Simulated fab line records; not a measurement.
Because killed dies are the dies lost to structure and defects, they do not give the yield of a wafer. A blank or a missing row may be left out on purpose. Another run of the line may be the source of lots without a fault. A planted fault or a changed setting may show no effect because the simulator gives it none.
Chamber matching || flow berkeley_cmos170 || UCB170_GATE_ETCH_15 on rie_si-01 has 4 sister chambers
The step etches poly-Si in HBr/Cl2, stops on SiO2, time 56.3 s, target depth 278.2 nm. 14 wafers are shown with their chamber, then 7 later ones without.

EACH WAFER AND ITS CHAMBER
{"wafer": "L818.3", "chamber": 1, "throttle_valve_pct (%)": 26.39, "oes_product_au (a.u.)": 0.851, "run_length_s (s)": 85.0}
{"wafer": "L818.5", "chamber": 3, "throttle_valve_pct (%)": 26.13, "oes_product_au (a.u.)": 0.831, "run_length_s (s)": 84.8}
{"wafer": "L818.6", "chamber": 0, "throttle_valve_pct (%)": 26.54, "oes_product_au (a.u.)": 0.856, "run_length_s (s)": 85.0}
{"wafer": "L820.2", "chamber": 3, "throttle_valve_pct (%)": 26.14, "oes_product_au (a.u.)": 0.830, "run_length_s (s)": 85.0}
{"wafer": "L820.3", "chamber": 2, "throttle_valve_pct (%)": 26.06, "oes_product_au (a.u.)": 0.818, "run_length_s (s)": 85.1}
{"wafer": "L820.6", "chamber": 2, "throttle_valve_pct (%)": 26.04, "oes_product_au (a.u.)": 0.824, "run_length_s (s)": 85.6}
{"wafer": "L821.2", "chamber": 1, "throttle_valve_pct (%)": 26.40, "oes_product_au (a.u.)": 0.842, "run_length_s (s)": 84.6}
{"wafer": "L821.3", "chamber": 3, "throttle_valve_pct (%)": 26.13, "oes_product_au (a.u.)": 0.827, "run_length_s (s)": 84.6}
{"wafer": "L821.5", "chamber": 0, "throttle_valve_pct (%)": 26.55, "oes_product_au (a.u.)": 0.843, "run_length_s (s)": 85.1}
{"wafer": "L823.2", "chamber": 1, "throttle_valve_pct (%)": 26.35, "oes_product_au (a.u.)": 0.851, "run_length_s (s)": 84.6}
{"wafer": "L823.3", "chamber": 0, "throttle_valve_pct (%)": 26.54, "oes_product_au (a.u.)": 0.848, "run_length_s (s)": 84.5}
{"wafer": "L823.6", "chamber": 3, "throttle_valve_pct (%)": 26.14, "oes_product_au (a.u.)": 0.831, "run_length_s (s)": 84.6}
{"wafer": "L825.2", "chamber": 0, "throttle_valve_pct (%)": 26.54, "oes_product_au (a.u.)": 0.843, "run_length_s (s)": 84.6}
{"wafer": "L825.3", "chamber": 2, "throttle_valve_pct (%)": 26.04, "oes_product_au (a.u.)": 0.827, "run_length_s (s)": 85.3}

SIGNATURES, as means of the wafers listed above
{"reading": "throttle_valve_pct", "chamber 0": 26.5425, "chamber 1": 26.3800, "chamber 2": 26.0467, "chamber 3": 26.1350, "scatter within a chamber": 0.0136}
{"reading": "oes_product_au", "chamber 0": 0.84750, "chamber 1": 0.84800, "chamber 2": 0.82300, "chamber 3": 0.82975, "scatter within a chamber": 0.00469}
{"reading": "run_length_s", "chamber 0": 84.800, "chamber 1": 84.733, "chamber 2": 85.333, "chamber 3": 84.750, "scatter within a chamber": 0.246}
Rule: a wafer's distance from a chamber is the root of the sum, over the readings, of the square of ((its reading less the chamber's mean) divided by the reading's scatter). If the next closest chamber is less than 2 further off than the closest, the wafer can't be placed; otherwise it belongs to the closest. The scatter: take each reading less its chamber's mean, square it, sum over the shown wafers, divide by the number of wafers less the number of chambers, and take the root.

WAFERS WHOSE CHAMBER IS MISSING
{"wafer": "L825.4", "throttle_valve_pct (%)": 26.13, "oes_product_au (a.u.)": 0.825, "run_length_s (s)": 85.3}
{"wafer": "L830.1", "throttle_valve_pct (%)": 26.54, "oes_product_au (a.u.)": 0.850, "run_length_s (s)": 84.9}
{"wafer": "L830.4", "throttle_valve_pct (%)": 26.49, "oes_product_au (a.u.)": 0.858, "run_length_s (s)": 84.9}
{"wafer": "L830.5", "throttle_valve_pct (%)": 26.15, "oes_product_au (a.u.)": 0.827, "run_length_s (s)": 84.6}
{"wafer": "L831.1", "throttle_valve_pct (%)": 26.55, "oes_product_au (a.u.)": 0.840, "run_length_s (s)": 85.0}
{"wafer": "L831.3", "throttle_valve_pct (%)": 26.47, "oes_product_au (a.u.)": 0.862, "run_length_s (s)": 84.9}
{"wafer": "L831.4", "throttle_valve_pct (%)": 26.14, "oes_product_au (a.u.)": 0.834, "run_length_s (s)": 85.0}

WHICH CHAMBER EACH WENT THROUGH
{"wafer": "L825.4", "from the rows above": 3, "in truth": 3}
{"wafer": "L830.1", "from the rows above": 0, "in truth": 0}
{"wafer": "L830.4", "from the rows above": 0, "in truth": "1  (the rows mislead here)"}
{"wafer": "L830.5", "from the rows above": 3, "in truth": 3}
{"wafer": "L831.1", "from the rows above": 0, "in truth": 0}
{"wafer": "L831.3", "from the rows above": "can't be placed: 0 or 1", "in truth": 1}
{"wafer": "L831.4", "from the rows above": 3, "in truth": 3}
Correct placement for 5 of the 7. These rows do not allow placing 1 (true chamber among the candidates in 1). Placed wrongly: 1.
